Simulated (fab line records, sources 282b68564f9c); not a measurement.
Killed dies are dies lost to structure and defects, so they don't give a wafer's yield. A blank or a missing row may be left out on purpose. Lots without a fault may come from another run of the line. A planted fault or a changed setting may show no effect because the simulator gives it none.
A struck lot beside a sound one | flow rit_cmos | 34 steps out of a route of 202
Sound: wafers L283.1, L283.3, L283.4. Struck: wafers L292.2, L292.5, L292.6. The cause comes at the end.
At each step with rows: each side's tool, then ch and its chambers, then its first start. Under that, the readings that differ: sound wafers | struck wafers | difference of the means | sigmas: that difference in standard deviations of wafers without a fault.
alike: readings whose means differ by less than 2 such deviations, and words and numbers that are the same on both sides. not compared: withheld readings, readings that some wafer has no value for, bounds like >300 that may hide the same value, and numbers for which the record gives no deviation and whose values overlap.
The two part at a step that has a row with sigmas, a row that says differs or no value, or rows on one side only. Numbers that don't overlap but have no deviation are shown without sigmas and don't part them. A reading that every wafer of one side lacks parts them only if that side has two wafers or more.

first, 2 steps without rows for these wafers: RIT_SPACER_CLEAN_02 (cleans in SC2, time 600 s); RIT_SPACER_CVD_03 (deposits Si3N4 from SiH2Cl2/NH3, target thk 250 nm, time 3300 s).
RIT_SPACER_THK_MEAS_04:
  sound on film_metro-02, day 3 16:55; struck on film_metro-03, day 5 17:43
  alike: SPACER_NITRIDE_THK
RIT_SPACER_ETCHBACK_05: etches Si3N4 in SF6/CHF3, stops on SiO2, target depth 250 nm, time 240 s.
  sound on rie_diel-01 ch 1,2,3, day 3 16:58; struck on rie_diel-04 ch 0,2,3, day 5 17:46
  alike: drypump_motor_current_A, oes_product_au, rf_fwd_power_W, throttle_valve_pct
  not compared: rf_hours_counter_h
then, 6 steps without rows for these wafers: RIT_NSD_HMDS_00 (prime time 60 s); RIT_NSD_COAT_01 (resist thk 1000 nm); RIT_NSD_SOFTBAKE_02 (time 60 s); RIT_NSD_EXPOSE_03 (exposes mask M9, target cd 40700 nm); RIT_NSD_PEB_04; RIT_NSD_DEVELOP_05 (develop time 50 s).
RIT_NSD_OVL_MEAS_06:
  sound on overlay-02, day 3 18:07; struck on overlay-02, day 5 18:46
  alike: NSD_OVL
then, 1 step without rows for these wafers: RIT_NSD_HARDBAKE_07 (time 60 s).
RIT_NSD_IMPLANT_08:
  sound on implanter-01 ch 0, day 3 18:29; struck on implanter-01 ch 0, day 5 18:58
  reading            | sound             | struck            | difference | sigmas
  tilt_deg (degrees) | 7.046 7.031 7.005 | 8.553 8.526 8.528 | +1.508     | +79
RIT_NSD_STRIP_09: strips in O2, time 180 s.
  sound on plasma_asher-02 ch 0,1, day 3 18:38; struck on plasma_asher-04 ch 0,1, day 5 19:06
  alike: drypump_motor_current_A
  not compared: rf_hours_counter_h
RIT_NSD_TW_MEAS_10:
  sound on film_metro-01, day 3 18:49; struck on film_metro-01, day 5 19:17
  alike: NSD_TW
then, 6 steps without rows for these wafers: RIT_PSD_HMDS_00 (prime time 60 s); RIT_PSD_COAT_01 (resist thk 1000 nm); RIT_PSD_SOFTBAKE_02 (time 60 s); RIT_PSD_EXPOSE_03 (exposes mask M10, target cd 40900 nm); RIT_PSD_PEB_04; RIT_PSD_DEVELOP_05 (develop time 50 s).
RIT_PSD_OVL_MEAS_06:
  sound on overlay-02, day 3 19:52; struck on overlay-02, day 5 20:24
  alike: PSD_OVL
then, 2 steps without rows for these wafers: RIT_PSD_HARDBAKE_07 (time 60 s); RIT_PSD_IMPLANT_08.
RIT_PSD_STRIP_09: strips in O2, time 180 s.
  sound on plasma_asher-02 ch 0,1, day 3 20:12; struck on plasma_asher-01 ch 0,1, day 5 20:44
  alike: drypump_motor_current_A
  not compared: rf_hours_counter_h
RIT_PSD_TW_MEAS_10:
  sound on film_metro-04, day 3 20:23; struck on film_metro-03, day 5 20:55
  alike: PSD_TW
then, 3 steps without rows for these wafers: RIT_SDANNEAL_CLEAN_00 (cleans in SC1, time 600 s); RIT_SDANNEAL_CLEAN_01 (cleans in dHF, time 30 s); RIT_SDANNEAL_CLEAN_02 (cleans in SC2, time 600 s).
RIT_SDANNEAL_RTA_03: time 5 s.
  sound on rtp_anneal-01 ch 0, day 3 20:49; struck on rtp_anneal-02 ch 0, day 5 21:20
  alike: wafer_temp_C_max
RIT_SDANNEAL_RS_MEAS_04: measures by four-point-probe.
  sound on film_metro-01, day 3 20:52; struck on film_metro-03, day 5 21:25
  reading         | sound             | struck            | difference | sigmas
  PSD_RS (ohm/sq) | 115.1 115.4 115.5 | 116.7 116.5 116.1 | +1.1       | +3
RIT_SDANNEAL_RS_MEAS_05: measures by four-point-probe.
  sound on film_metro-01, day 3 20:59; struck on film_metro-03, day 5 21:32
  reading         | sound             | struck | difference                    | sigmas
  NSD_RS (ohm/sq) | 83.33 83.20 83.07 | - - -  | no value on the struck wafers |
RIT_SDANNEAL_RS_MEAS_06: measures by four-point-probe.
  sound on film_metro-01, day 3 21:06; struck on film_metro-03, day 5 21:39
  alike: PLDD_RS
RIT_M1_PROBE_99:
  sound on prober-01, day 4 04:29; struck on prober-02, day 6 05:23
  reading                                 | sound             | struck            | difference | sigmas
  killed_at_M0_to_M3                      | 0 0 1             | 0 0 0             | +0         | -3
  killed_at_contacts                      | 0 0 0             | 0 2 0             | +1         | +2
  model.etest.diode_nplus_pwell.bv_v (V)  | 6.026 5.964 5.994 | 5.773 5.745 5.829 | -0.212     |
  model.etest.nmos_0p3.bv_v (V)           | 5.514 5.486 5.502 | 5.422 5.37 5.433  | -0.092     |
  model.etest.nmos_0p15.bv_v (V)          | 5.514 5.486 5.502 | 5.422 5.37 5.433  | -0.092     |
  model.etest.diode_nplus_pwell.cj_ff_um2 | 2.067 2.067 2.067 | 2.154 2.151 2.138 | +0.081     |
  model.etest.diode_nplus_comb.cj_ff_um2  | 2.639 2.651 2.637 | 2.751 2.737 2.738 | +0.100     |
  alike: killed_at_front_end, killed_dies, killed_open, killed_short

WHERE THEY PART
First at RIT_NSD_IMPLANT_08; last, within this record, at RIT_M1_PROBE_99.

WHY: what the simulator had put in
Process parameter drift: implanter-01, from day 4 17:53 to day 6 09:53, at RIT_NSD_IMPLANT_08. Setting tilt_deg, moved by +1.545, from 7. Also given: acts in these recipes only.
